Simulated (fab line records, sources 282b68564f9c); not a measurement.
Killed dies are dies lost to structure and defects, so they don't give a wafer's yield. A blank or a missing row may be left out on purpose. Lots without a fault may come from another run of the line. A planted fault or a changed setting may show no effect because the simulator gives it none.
fab line records | flow rit_cmos
record lots=5 wafers=23
route steps=202 shown GATE@89 NLDD@111 PSD@150 SDANNEAL@155 SILICIDE@162 CONTACT@171 M1@190
start_h: hours from the record's first day to the start of the lot's first wafer shown | wait_h: hours since the lot's step before | " the same as in the row above | L1.1+2: a row that stands for several wafers | - no value, or no start given | * or withheld: withheld | < > ~ a bound
route shown NAME@n: a module of which the file shows steps, and the number in the route of the first | usual: mean/standard deviation of fault-free wafers | same: alike in all rows | chamber/n: place in a boat | sites: the reading at each site | _std_site: their standard deviation | _edge_site: outer sites' mean less inner sites' | radius_mm: how far each site lies from the wafer's centre | mask NAME#n: copy n | behind: the tool/chamber that last shaped the wafer | hold: why the lot was held/for how many hours/how that ended | device: the transistor (n, p or np) that didn't switch | end of line: the same wafers' tests at the end of the route | a step without rows: its recipe alone | killed: dies lost to structure and defects at the first sort, not the wafer's yield | map: a wafer's dies, x killed, . not, _ none there
set.NAME: the setting as run; set.NAME@STEP: as run at that earlier step | model.NAME: the simulator's own value behind a step, which no gauge read
lots whose settings were changed on purpose; a table a step, a row a wafer
## steps
# step RIT_GATE_EXPOSE_13
# recipe mask_id=M6 na=0.6 source_shape=conventional sigma_outer=0.6 target_cd_nm=150 dose_mj=380
# columns lot.wafer tool chamber start_h wait_h mask set.dose_mj
L077.2+3+5 iline_stepper-01 0 56.24 0.2 M6#0 380
L078.1+3+4+5+6 iline_stepper-02 0 62.97 0.1 M6#0 380
L082.1+4+6 iline_stepper-02 0 78.00 0.1 M6#0 380
L082.2+3 " 0 " " M6#0 354.9
L083.2+3 iline_stepper-01 0 85.97 0.2 M6#0 369.6
L083.4+5+6 " 0 " " M6#0 380
L085.1+2+4+5+6 iline_stepper-02 0 100.26 0.2 M6#0 380
# step RIT_GATE_PEB_14
# recipe resist=NOVOLAK temp_c=withheld time_s=withheld
# step RIT_GATE_DEVELOP_15
# recipe resist=NOVOLAK develop_time_s=50 dev_temp_c=23
# step RIT_GATE_CD_MEAS_16
# recipe target_cd_nm=150
# usual cd_nm=149.9/2.1
# columns lot.wafer tool chamber start_h wait_h set.dose_mj@GATE_EXPOSE_13 cd_nm
L077.2 cd_sem-01 - 56.64 - 380 150.7
L077.3 " - " " 380 153.1
L077.5 " - " " 380 151.4
L078.1 cd_sem-02 - 63.40 - 380 147.8
L078.3 " - " " 380 150.1
L078.4 " - " " 380 151.3
L078.5 " - " " 380 150.9
L078.6 " - " " 380 150.0
L082.1 cd_sem-01 - 78.40 - 380 150.2
L082.2 " - " " 354.9 187.0
L082.3 " - " " 354.9 186.8
L082.4 " - " " 380 149.1
L082.6 " - " " 380 152.2
L083.2 cd_sem-01 - 86.37 - 369.6 167.2
L083.3 " - " " 369.6 166.5
L083.4 " - " " 380 150.5
L083.5 " - " " 380 151.4
L083.6 " - " " 380 151.0
L085.1 cd_sem-02 - 100.66 - 380 151.0
L085.2 " - " " 380 148.0
L085.4 " - " " 380 147.0
L085.5 " - " " 380 148.7
L085.6 " - " " 380 148.6
# step RIT_GATE_HARDBAKE_18
# recipe resist=NOVOLAK temp_c=140 time_s=60
# step RIT_GATE_ETCH_19
# recipe chemistry=SF6/CHF3/O2 time_s=165 SF6_flow_sccm=30 CHF3_flow_sccm=30 O2_flow_sccm=5 target=poly-Si pressure_mtorr=40 rf_w=160 target_depth_a=3125 over_etch_frac=0.25 stop_on=SiO2
# usual oes_product_au=0.846/0.0097
# columns lot.wafer tool chamber start_h wait_h set.pressure_mtorr@GATE_CVD_08 set.dose_mj@GATE_EXPOSE_13 oes_product_au model.GATE.cd_nm model.GATE.feature_depth_nm model.etch.depth_nm
L077.2 rie_si-01 2 56.92 0.1 300 380 0.841 150.6 251.1 251.1
L077.3 " 1 " " 300 380 0.844 153.4 251.3 251.3
L077.5 " 1 " " 300 380 0.864 151.2 252.1 252.1
L078.1 rie_si-01 1 63.71 0.1 325.6 380 0.883 148.1 265.3 265.4
L078.3 " 0 " " 325.6 380 0.890 150.4 262.1 262.1
L078.4 " 2 " " 325.6 380 0.869 151.4 262.6 262.6
L078.5 " 1 " " 325.6 380 0.884 150.9 264.3 264.3
L078.6 " 2 " " 325.6 380 0.866 149.8 262.4 262.4
L082.1 rie_si-01 2 78.71 0.1 300 380 0.835 149.9 249 249
L082.2 " 1 " " 300 354.9 0.856 187.5 247.9 247.9
L082.3 " 0 " " 300 354.9 0.853 186.9 245.9 245.9
L082.4 " 1 " " 300 380 0.842 149.2 248.5 248.5
L082.6 " 2 " " 300 380 0.831 152.2 248.4 248.4
L083.2 rie_si-02 1 86.78 0.1 258.2 369.6 0.792 166.6 229.3 229.3
L083.3 " 0 " " 258.2 369.6 0.798 166.6 228.9 228.9
L083.4 " 3 " " 258.2 380 0.790 150.2 231.3 231.3
L083.5 " 2 " " 258.2 380 0.809 151.4 229.8 229.8
L083.6 " 3 " " 258.2 380 0.790 151 230.5 230.5
L085.1 rie_si-02 0 100.97 0.1 271.6 380 0.807 151.4 235.8 235.8
L085.2 " 2 " " 271.6 380 0.822 147.8 237.6 237.6
L085.4 " 3 " " 271.6 380 0.812 147.1 237 237
L085.5 " 3 " " 271.6 380 0.803 148.8 235.6 235.6
L085.6 " 0 " " 271.6 380 0.815 148.9 234.9 234.9
# step RIT_GATE_STRIP_20
# recipe chemistry=O2 time_s=180 resist=NOVOLAK platen_temp_c=withheld power_w=500 pressure_mtorr=4000 o2_flow_sccm=4000
# step RIT_GATE_CD_MEAS_90
# recipe target_cd_nm=150
# usual cd_nm=149.9/2.1
# columns lot.wafer tool chamber start_h wait_h set.dose_mj@GATE_EXPOSE_13 cd_nm
L077.2 cd_sem-01 - 57.28 0.1 380 150.7
L077.3 " - " " 380 153.5
L077.5 " - " " 380 151.5
L078.1 cd_sem-01 - 63.99 0.1 380 148.3
L078.3 " - " " 380 150.6
L078.4 " - " " 380 151.1
L078.5 " - " " 380 150.7
L078.6 " - " " 380 149.6
L082.1 cd_sem-02 - 78.99 0.1 380 149.8
L082.2 " - " " 354.9 187.3
L082.3 " - " " 354.9 186.7
L082.4 " - " " 380 148.8
L082.6 " - " " 380 152.3
L083.2 cd_sem-02 - 87.08 0.1 369.6 166.4
L083.3 " - " " 369.6 166.8
L083.4 " - " " 380 149.8
L083.5 " - " " 380 151.7
L083.6 " - " " 380 151.0
L085.1 cd_sem-01 - 101.25 0.1 380 151.6
L085.2 " - " " 380 147.6
L085.4 " - " " 380 147.0
L085.5 " - " " 380 148.7
L085.6 " - " " 380 149.1
# step RIT_NLDD_IMPLANT_08
# recipe species=P energy_kev=20 dose_cm2=5e+14 tilt_deg=7
# columns lot.wafer tool chamber start_h wait_h set.dose_cm2
L077.2+3+5 implanter-01 0 61.59 0.1 5e+14
L078.1+3+4+5+6 implanter-04 0 69.41 0.1 5e+14
L082.1+2+6 implanter-03 0 83.23 0.1 5e+14
L082.3+4 " 0 " " 5.246e+14
L083.2+3+4 implanter-04 0 91.48 0.1 5e+14
L083.5+6 " 0 " " 4.691e+14
L085.1+2 implanter-01 0 105.87 0.1 5.314e+14
L085.4+5+6 " 0 " " 5e+14
# step RIT_NLDD_STRIP_09
# recipe chemistry=O2 time_s=180 resist=NOVOLAK platen_temp_c=withheld power_w=500 pressure_mtorr=4000 o2_flow_sccm=4000
# step RIT_NLDD_TW_MEAS_10
# usual NLDD_TW=2489/18
# columns lot.wafer tool chamber start_h wait_h set.dose_cm2@NLDD_IMPLANT_08 NLDD_TW
L077.2 film_metro-03 - 61.90 0.1 5e+14 2478
L077.3 " - " " 5e+14 2468
L077.5 " - " " 5e+14 2467
L078.1 film_metro-03 - 69.73 0.1 5e+14 2487
L078.3 " - " " 5e+14 2487
L078.4 " - " " 5e+14 2485
L078.5 " - " " 5e+14 2476
L078.6 " - " " 5e+14 2482
L082.1 film_metro-02 - 83.56 0.1 5e+14 2504
L082.2 " - " " 5e+14 2502
L082.3 " - " " 5.246e+14 2536
L082.4 " - " " 5.246e+14 2536
L082.6 " - " " 5e+14 2514
L083.2 film_metro-02 - 91.79 0.1 5e+14 2515
L083.3 " - " " 5e+14 2510
L083.4 " - " " 5e+14 2507
L083.5 " - " " 4.691e+14 2479
L083.6 " - " " 4.691e+14 2474
L085.1 film_metro-04 - 106.20 0.1 5.314e+14 2515
L085.2 " - " " 5.314e+14 2509
L085.4 " - " " 5e+14 2483
L085.5 " - " " 5e+14 2467
L085.6 " - " " 5e+14 2471
# step RIT_PSD_IMPLANT_08
# recipe species=BF2 energy_kev=27 dose_cm2=5e+15 tilt_deg=7
# columns lot.wafer tool chamber start_h wait_h set.energy_kev model.implant.rp_nm model.implant.drp_nm
L077.2+3+5 implanter-02 0 69.82 0.1 27 21.73 12.05
L078.1+3+5 implanter-02 0 76.87 0.1 27 21.58 12.05
L078.4+6 " 0 " " 27.8 22.1 12.3
L082.1+3+4 implanter-02 0 90.15 0.1 26.55 22.03 11.9
L082.2+6 " 0 " " 27 22.33 12.05
L083.2+6 implanter-04 0 98.49 0.1 27 21.58 12.05
L083.3+4+5 " 0 " " 28.05 22.25 12.37
L085.1+4 implanter-03 0 113.09 0.1 27 22.14 12.05
L085.2+5+6 " 0 " " 28.28 22.98 12.45
# step RIT_SDANNEAL_CLEAN_02
# recipe chemistry=SC2 mix=3:3:50 time_s=600 temp_c=75 dry=n2_spin
# columns lot.wafer tool chamber start_h wait_h set.time_s model.poly-Si_of_GATE_CVD_08.thk_nm
L077.2 wet_bench-01 3 70.37 0.0 600 160.5
L077.3 " 3 " " 600 164.9
L077.5 " 3 " " 600 164.3
L078.1 - - - 0.0 689.8 177.9
L078.3 " - " " 689.8 175.4
L078.4 " - " " 689.8 174.8
L078.5 " - " " 689.8 178.3
L078.6 " - " " 689.8 175.8
L082.1 - - - 0.0 600 159.9
L082.2 " - " " 600 159.8
L082.3 " - " " 600 154.2
L082.4 " - " " 600 159.3
L082.6 " - " " 600 158.5
L083.2 - - - 0.0 525 144.9
L083.3 " - " " 525 140.8
L083.4 " - " " 525 141.7
L083.5 " - " " 525 143.7
L083.6 " - " " 525 146.4
L085.1 - - - 0.0 600 148.3
L085.2 " - " " 600 147.8
L085.4 " - " " 600 148.8
L085.5 " - " " 600 146.3
L085.6 " - " " 600 146.7
# step RIT_SDANNEAL_RTA_03
# recipe temp_c=1050 time_s=5 idle_temp_c=600 ramp_up_c_per_s=342 ramp_down_c_per_s=171 cool_to_c=600 ambient=N2
# step RIT_SDANNEAL_RS_MEAS_04
# recipe thk_meas_gauge=four-point-probe
# usual PSD_RS=115.96/0.29
# columns lot.wafer tool chamber start_h wait_h set.energy_kev@PSD_IMPLANT_08 PSD_RS[ohm/sq]
L077.2 film_metro-02 - 70.62 0.1 27 115.78
L077.3 " - " " 27 116.04
L077.5 " - " " 27 116.19
L078.1 film_metro-03 - 77.68 0.0 27 115.72
L078.3 " - " " 27 115.12
L078.4 " - " " 27.8 113.68
L078.5 " - " " 27 115.23
L078.6 " - " " 27.8 113.97
L082.1 film_metro-04 - 91.03 0.0 26.55 117.05
L082.2 " - " " 27 116.40
L082.3 " - " " 26.55 117.61
L082.4 " - " " 26.55 117.26
L082.6 " - " " 27 115.95
L083.2 film_metro-04 - 99.32 0.1 27 115.84
L083.3 " - " " 28.05 113.90
L083.4 " - " " 28.05 113.79
L083.5 " - " " 28.05 113.67
L083.6 " - " " 27 116.06
L085.1 film_metro-04 - 113.90 0.0 27 116.21
L085.2 " - " " 28.28 113.27
L085.4 " - " " 27 115.79
L085.5 " - " " 28.28 113.18
L085.6 " - " " 28.28 113.00
# step RIT_SDANNEAL_RS_MEAS_07
# recipe thk_meas_gauge=four-point-probe
# usual NLDD_RS=151.8/0.5
# columns lot.wafer tool chamber start_h wait_h set.dose_cm2@NLDD_IMPLANT_08 NLDD_RS[ohm/sq]
L077.2 film_metro-02 - 70.98 0.1 5e+14 153.0
L077.3 " - " " 5e+14 152.5
L077.5 " - " " 5e+14 152.4
L078.1 film_metro-03 - 78.04 0.1 5e+14 151.5
L078.3 " - " " 5e+14 151.3
L078.4 " - " " 5e+14 151.5
L078.5 " - " " 5e+14 151.5
L078.6 " - " " 5e+14 151.1
L082.1 film_metro-04 - 91.39 0.1 5e+14 151.9
L082.2 " - " " 5e+14 152.1
L082.3 " - " " 5.246e+14 146.4
L082.4 " - " " 5.246e+14 146.1
L082.6 " - " " 5e+14 152.1
L083.2 film_metro-04 - 99.68 0.1 5e+14 152.6
L083.3 " - " " 5e+14 151.9
L083.4 " - " " 5e+14 152.2
L083.5 " - " " 4.691e+14 159.9
L083.6 " - " " 4.691e+14 159.4
L085.1 film_metro-04 - 114.26 0.1 5.314e+14 145.0
L085.2 " - " " 5.314e+14 144.8
L085.4 " - " " 5e+14 152.1
L085.5 " - " " 5e+14 152.0
L085.6 " - " " 5e+14 152.0
# step RIT_SILICIDE_SPUTTER_01
# recipe material=Ti target_thk_nm=30 power_w=350 chamber_pressure_pa=0.667 gas=Ar time_s=240 substrate_temp_c=25
# columns lot.wafer tool chamber start_h wait_h set.time_s model.Ti_of_SILICIDE_SPUTTER_01.thk_nm
L077.2 pvd_sputter-01 - 71.10 0.0 240 29.61
L077.3 " - " " 240 29.73
L077.5 " - " " 240 30.1
L078.1 pvd_sputter-03 - 78.17 0.0 240 29.57
L078.3 " - " " 272.4 34.33
L078.4 " - " " 272.4 34.08
L078.5 " - " " 272.4 33.8
L078.6 " - " " 240 29.79
L082.1 pvd_sputter-03 - 91.53 0.0 240 29.73
L082.2 " - " " 240 28.96
L082.3 " - " " 261.5 32.14
L082.4 " - " " 240 29.63
L082.6 " - " " 261.5 32.23
L083.2 pvd_sputter-01 - 99.80 0.0 240 31.04
L083.3 " - " " 268.7 33.88
L083.4 " - " " 240 30.42
L083.5 " - " " 268.7 34.43
L083.6 " - " " 268.7 33.76
L085.1 pvd_sputter-01 - 114.39 0.0 207.4 25.82
L085.2 " - " " 207.4 26.31
L085.4 " - " " 240 29.72
L085.5 " - " " 207.4 26.39
L085.6 " - " " 240 29.82
# step RIT_SILICIDE_RS_MEAS_02
# recipe thk_meas_gauge=four-point-probe reads=Ti_of_SILICIDE_SPUTTER_01
# usual SILICIDE_TI_RS=48.1/0.72
# columns lot.wafer tool chamber start_h wait_h set.time_s@SILICIDE_SPUTTER_01 SILICIDE_TI_RS[ohm/sq]
L077.2 film_metro-01 - 71.27 0.1 240 48.9
L077.3 " - " " 240 48.5
L077.5 " - " " 240 47.8
L078.1 film_metro-04 - 78.32 0.1 240 48.8
L078.3 " - " " 272.4 40.6
L078.4 " - " " 272.4 40.8
L078.5 " - " " 272.4 41.4
L078.6 " - " " 240 48.3
L082.1 film_metro-01 - 91.68 0.1 240 48.5
L082.2 " - " " 240 50.1
L082.3 " - " " 261.5 44.0
L082.4 " - " " 240 48.8
L082.6 " - " " 261.5 43.9
L083.2 film_metro-01 - 99.97 0.1 240 46.0
L083.3 " - " " 268.7 41.1
L083.4 " - " " 240 47.2
L083.5 " - " " 268.7 40.5
L083.6 " - " " 268.7 41.5
L085.1 film_metro-02 - 114.54 0.1 207.4 58.1
L085.2 " - " " 207.4 56.5
L085.4 " - " " 240 48.5
L085.5 " - " " 207.4 56.3
L085.6 " - " " 240 48.4
# step RIT_SILICIDE_THK_MEAS_03
# recipe thk_meas_gauge=xrf reads=Ti_of_SILICIDE_SPUTTER_01
# usual SILICIDE_TI_THK=29.9/0.38
# columns lot.wafer tool chamber start_h wait_h set.time_s@SILICIDE_SPUTTER_01 SILICIDE_TI_THK[nm]
L077.2 film_metro-01 - 71.38 0.1 240 29.5
L077.3 " - " " 240 29.6
L077.5 " - " " 240 30.0
L078.1 film_metro-04 - 78.44 0.1 240 29.7
L078.3 " - " " 272.4 34.5
L078.4 " - " " 272.4 34.2
L078.5 " - " " 272.4 34.0
L078.6 " - " " 240 30.0
L082.1 film_metro-01 - 91.80 0.1 240 29.8
L082.2 " - " " 240 28.9
L082.3 " - " " 261.5 32.1
L082.4 " - " " 240 29.6
L082.6 " - " " 261.5 32.4
L083.2 film_metro-01 - 100.08 0.1 240 31.2
L083.3 " - " " 268.7 33.9
L083.4 " - " " 240 30.5
L083.5 " - " " 268.7 34.5
L083.6 " - " " 268.7 33.7
L085.1 film_metro-02 - 114.66 0.1 207.4 25.6
L085.2 " - " " 207.4 26.2
L085.4 " - " " 240 29.4
L085.5 " - " " 207.4 26.2
L085.6 " - " " 240 29.6
# step RIT_CONTACT_COAT_03
# recipe resist=NOVOLAK spin_rpm=3250 resist_thk_nm=1000
# columns lot.wafer tool chamber start_h wait_h set.resist_thk_nm model.NOVOLAK_of_CONTACT_COAT_03.thk_nm
L077.2 litho_track-03 0 71.89 0.1 1000 997.5
L077.3 " 0 " " 1000 995.2
L077.5 " 0 " " 1000 994.4
L078.1 litho_track-01 0 79.03 0.1 1039 1040
L078.3 " 0 " " 1000 999.4
L078.4 " 0 " " 1039 1041
L078.5 " 0 " " 1000 1002
L078.6 " 0 " " 1000 999.1
L082.1 litho_track-01 0 92.34 0.1 1000 1007
L082.2+3 " 0 " " 1000 1004
L082.4 " 0 " " 1000 1008
L082.6 " 0 " " 1000 1006
L083.2 litho_track-01 0 100.59 0.1 1000 1000
L083.3 " 0 " " 1000 997.6
L083.4 " 0 " " 953.3 951.7
L083.5 " 0 " " 953.3 951
L083.6 " 0 " " 953.3 950.1
L085.1 litho_track-01 0 115.16 0.1 1000 998.3
L085.2 " 0 " " 944.6 944.4
L085.4 " 0 " " 944.6 947.3
L085.5 " 0 " " 1000 998.5
L085.6 " 0 " " 1000 997.1
# step RIT_M1_EXPOSE_06
# recipe mask_id=M12 na=0.6 source_shape=conventional sigma_outer=0.5 target_cd_nm=2600 dose_mj=250
# columns lot.wafer tool chamber start_h wait_h mask set.dose_mj
L077.2+3+5 iline_stepper-02 0 74.89 0.1 M12#0 250
L078.1+3+4+5+6 iline_stepper-01 0 82.20 0.3 M12#0 250
L082.1+2+6 iline_stepper-01 0 95.23 0.1 M12#0 250
L082.3+4 " 0 " " M12#0 241.1
L083.2+3+5 iline_stepper-01 0 103.61 0.1 M12#0 267.1
L083.4+6 " 0 " " M12#0 250
L085.1+2+4+5+6 iline_stepper-02 0 118.06 0.1 M12#0 250
# step RIT_M1_PEB_07
# recipe resist=NOVOLAK temp_c=withheld time_s=withheld
# step RIT_M1_DEVELOP_08
# recipe resist=NOVOLAK develop_time_s=68 dev_temp_c=23
# step RIT_M1_CD_MEAS_09
# recipe target_cd_nm=2600
# usual cd_nm=2599.8/2.8
# columns lot.wafer tool chamber start_h wait_h set.dose_mj@M1_EXPOSE_06 cd_nm
L077.2 cd_sem-01 - 75.32 - 250 2605.0
L077.3 " - " " 250 2605.9
L077.5 " - " " 250 2603.8
L078.1 cd_sem-01 - 82.71 - 250 2597.1
L078.3 " - " " 250 2597.1
L078.4 " - " " 250 2597.6
L078.5 " - " " 250 2598.8
L078.6 " - " " 250 2598.4
L082.1 cd_sem-02 - 95.66 - 250 2600.1
L082.2 " - " " 250 2600.5
L082.3 " - " " 241.1 2609.9
L082.4 " - " " 241.1 2610.5
L082.6 " - " " 250 2600.8
L083.2 cd_sem-01 - 104.04 - 267.1 2578.2
L083.3 " - " " 267.1 2576.0
L083.4 " - " " 250 2596.7
L083.5 " - " " 267.1 2577.0
L083.6 " - " " 250 2593.6
L085.1 cd_sem-02 - 118.49 - 250 2598.1
L085.2 " - " " 250 2597.5
L085.4 " - " " 250 2596.9
L085.5 " - " " 250 2597.4
L085.6 " - " " 250 2597.6
## key
split step=RIT_GATE_EXPOSE_13 setting=dose_mj stated=380 by=wafer
response step=RIT_GATE_CD_MEAS_16 reading=cd_nm change=-5.56 per=1% r=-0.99
response step=RIT_GATE_ETCH_19 reading=model.GATE.cd_nm change=-5.6 per=1% r=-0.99
response step=RIT_GATE_CD_MEAS_90 reading=cd_nm change=-5.59 per=1% r=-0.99
split step=RIT_NLDD_IMPLANT_08 setting=dose_cm2 stated=5e+14 by=wafer
response step=RIT_NLDD_TW_MEAS_10 reading=NLDD_TW change=+5.83 per=1% r=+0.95
response step=RIT_SDANNEAL_RS_MEAS_07 reading=NLDD_RS change=-1.17 per=1% r=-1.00
split step=RIT_PSD_IMPLANT_08 setting=energy_kev stated=27 by=wafer
response step=RIT_PSD_IMPLANT_08 reading=model.implant.rp_nm change=+0.175 per=1% r=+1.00
response step=RIT_PSD_IMPLANT_08 reading=model.implant.drp_nm change=+0.0843 per=1% r=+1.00
response step=RIT_SDANNEAL_RS_MEAS_04 reading=PSD_RS change=-0.577 per=1% r=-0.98
split step=RIT_SDANNEAL_CLEAN_02 setting=time_s stated=600 by=lot
response step=RIT_SDANNEAL_CLEAN_02 reading=model.poly-Si_of_GATE_CVD_08.thk_nm change=+1.21 per=1% r=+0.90
split step=RIT_SILICIDE_SPUTTER_01 setting=time_s stated=240 by=wafer
response step=RIT_SILICIDE_SPUTTER_01 reading=model.Ti_of_SILICIDE_SPUTTER_01.thk_nm change=+0.292 per=1% r=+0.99
response step=RIT_SILICIDE_RS_MEAS_02 reading=SILICIDE_TI_RS change=-0.563 per=1% r=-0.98
response step=RIT_SILICIDE_THK_MEAS_03 reading=SILICIDE_TI_THK change=+0.287 per=1% r=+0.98
split step=RIT_CONTACT_COAT_03 setting=resist_thk_nm stated=1000 by=wafer
response step=RIT_CONTACT_COAT_03 reading=model.NOVOLAK_of_CONTACT_COAT_03.thk_nm change=+9.9 per=1% r=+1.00
split step=RIT_M1_EXPOSE_06 setting=dose_mj stated=250 by=wafer
response step=RIT_M1_CD_MEAS_09 reading=cd_nm change=-2.66 per=1% r=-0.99
split outside_this_file step=RIT_GATE_CVD_08 setting=pressure_mtorr
# split outside_this_file: this setting was split too, and the file shows its column; the key of that split is in another file
